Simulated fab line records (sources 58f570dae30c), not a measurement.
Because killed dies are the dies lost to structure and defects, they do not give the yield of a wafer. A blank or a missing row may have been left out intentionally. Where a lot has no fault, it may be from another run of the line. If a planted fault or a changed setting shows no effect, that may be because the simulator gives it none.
Comparing a struck lot with a sound one | flow berkeley cmos170 | 5 out of 331 route steps
Sound: these wafers, L238.1, L238.3, L238.5. Wafers struck: L231.2, L231.4, L231.6. The cause is given at the end.
Order at every step that has rows: each side's tool, ch and its chambers, its first start. Under that, the readings that differ: sound wafers | struck wafers | difference of the means | sigmas: that difference in standard deviations of wafers without a fault.
alike: a reading whose means differ by less than 2 such deviations, as well as words and numbers matching on both sides. not compared: withheld readings; readings where some wafer has no value; bounds like >300 that might hide an equal value; numbers whose values overlap and for which the record gives no deviation.
The two part at a step that has a row with sigmas, a row that says differs or no value, or rows on one side only. Numbers that have no deviation but don't overlap get no sigmas and don't part them. A reading missing from all wafers of one side parts the sides only when that side holds two or more wafers.

UCB170_START_BOW_MEAS_00:
  sound: film metro-03 at day 3 22:00; struck: film metro-02 at day 2 11:01
  reading           | sound      | struck | difference | sigmas
  INCOMING_BOW (um) | -15 -8 -12 | 7 11 4 | +19        | +3
then, 2 steps without rows for these wafers: UCB170_START_CLEAN_01 (cleans in dHF, time 60 s); UCB170_START_OXIDATION_02 (target thk 20 nm, ox time 1800 s).
UCB170_START_THK_MEAS_03:
  sound: film metro-03 at day 4 02:40; struck: film metro-04 at day 2 14:48
  alike: START_OXIDE_THK
UCB170_START_ANNEAL_04: time 1200 s.
  sound on furnace-04 ch 0, day 4 04:21; struck on furnace-04, day 2 16:32
  no value came back on the struck wafers for spike tc centre C (C), spike tc load C (C); on the sound wafers spike tc centre C (C) reads 950.7 951.4 949.4

## WHERE THEY PART
Earliest at UCB170_START_BOW_MEAS_00; latest, in this record, at UCB170_START_ANNEAL_04.

WHY: what had been put in by the simulator
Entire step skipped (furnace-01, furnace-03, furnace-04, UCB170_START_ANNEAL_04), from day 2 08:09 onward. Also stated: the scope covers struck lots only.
